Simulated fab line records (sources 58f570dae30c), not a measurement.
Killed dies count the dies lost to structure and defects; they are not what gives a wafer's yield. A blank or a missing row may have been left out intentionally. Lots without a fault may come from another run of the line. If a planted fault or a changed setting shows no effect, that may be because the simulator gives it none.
The same fault as seen by 2 desks || flow berkeley_cmos170 || only its own numbers are on each desk; what lay behind them is given at the end

FROM THE METROLOGY DESK
What the gauges read for every lot (on any tool): the sampled wafers with a number, averaged. Marked OUT: a lot whose mean sits more than 4 standard deviations from the usual mean, which makes it out of limits; the brackets give that distance.
Columns: A = INCOMING_BOW at UCB170_START_BOW_MEAS_00, usual 0 um; B = M2_AL_RS at UCB170_M2_RS_MEAS_02, usual 0.0322 ohm/sq; C = M2_AL_THK at UCB170_M2_THK_MEAS_03, usual 906 nm; D = M3_OVL at UCB170_M3_OVL_MEAS_16, usual 3 nm
{"lot": "L109", "first seen here": "day 1 10:00", "A": -3, "B": 0.0316, "C": 917, "D": -4}
{"lot": "L110", "first seen here": "day 1 15:00", "A": -6, "B": 0.0324, "C": 902, "D": -1}
{"lot": "L111", "first seen here": "day 1 20:01", "A": 4, "B": 0.0325, "C": 890, "D": 4}
{"lot": "L119", "first seen here": "day 3 12:03", "A": -1, "B": "0.0348 (+8.0) OUT", "C": "838 (-7.0) OUT", "D": 2}
{"lot": "L121", "first seen here": "day 3 22:00", "A": 7, "B": "0.0346 (+7.3) OUT", "C": "843 (-6.5) OUT", "D": 2}
{"lot": "L124", "first seen here": "day 4 13:01", "A": -6, "B": 0.0327, "C": 894, "D": 8}
{"lot": "L125", "first seen here": "day 4 18:00", "A": 1, "B": 0.0321, "C": 898, "D": 7}
{"lot": "L128", "first seen here": "day 5 09:00", "A": -2, "B": 0.0324, "C": 902, "D": 1}
{"lot": "L129", "first seen here": "day 5 14:00", "A": -3, "B": 0.0322, "C": 909, "D": 2}
{"lot": "L131", "first seen here": "day 6 00:00", "A": 4, "B": 0.0322, "C": 907, "D": 12}
{"lot": "L132", "first seen here": "day 6 05:01", "A": -5, "B": 0.0322, "C": 912, "D": -10}
This desk's result: L119, L121 out of limits, first on L119 (M2_AL_RS at UCB170_M2_RS_MEAS_02), day 11 04:20. L109, L110, L111, L124, L125, L128, L129, L131, L132 stayed within limits.

AT THE TOOL OWNER'S DESK: pvd_sputter-02
The tool's own readings at UCB170_M2_SPUTTER_01 (material Al, target thk 900 nm, time 120 s): means of the sampled wafers that have a number, for each lot that ran on this tool. Marked OUT: a lot whose mean sits more than 4 standard deviations from the usual mean, which makes it out of limits; the brackets give that distance.
Columns: A = chamber_pressure_pa at UCB170_M2_SPUTTER_01, usual 0.5001 Pa; B = throttle_valve_pct at UCB170_M2_SPUTTER_01, usual 29.5 %
{"lot": "L109", "first seen here": "day 8 12:26", "A": 0.4997, "B": 29.4}
{"lot": "L111", "first seen here": "day 8 20:13", "A": 0.4995, "B": 29.7}
{"lot": "L119", "first seen here": "day 11 04:14", "A": "0.6351 (+99 or more) OUT", "B": 26.0}
{"lot": "L121", "first seen here": "day 11 11:16", "A": "0.6353 (+99 or more) OUT", "B": 26.2}
This desk finds L119, L121 out of limits, L119 being first, at day 11 04:14 (chamber_pressure_pa at UCB170_M2_SPUTTER_01). L109, L111 stayed within limits.

TAKEN TOGETHER
An alarm could have come from the tool owner's desk at day 11 04:14, on L119, L121.
On L119, L121, the metrology desk was in a position to raise an alarm at day 11 04:20.
All the named lots went through UCB170_M2_SPUTTER_01 on pvd_sputter-02.

WHAT THE SIMULATOR PUT IN
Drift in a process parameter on pvd_sputter-02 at UCB170_M2_SPUTTER_01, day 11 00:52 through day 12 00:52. Setting chamber_pressure_pa, moved by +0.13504, from 0.5. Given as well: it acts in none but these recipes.
Struck lots among those shown: L119, L121.
Hours from the fault's start to each desk's first reading out of limits: the tool owner's desk, 3; the metrology desk, 3.
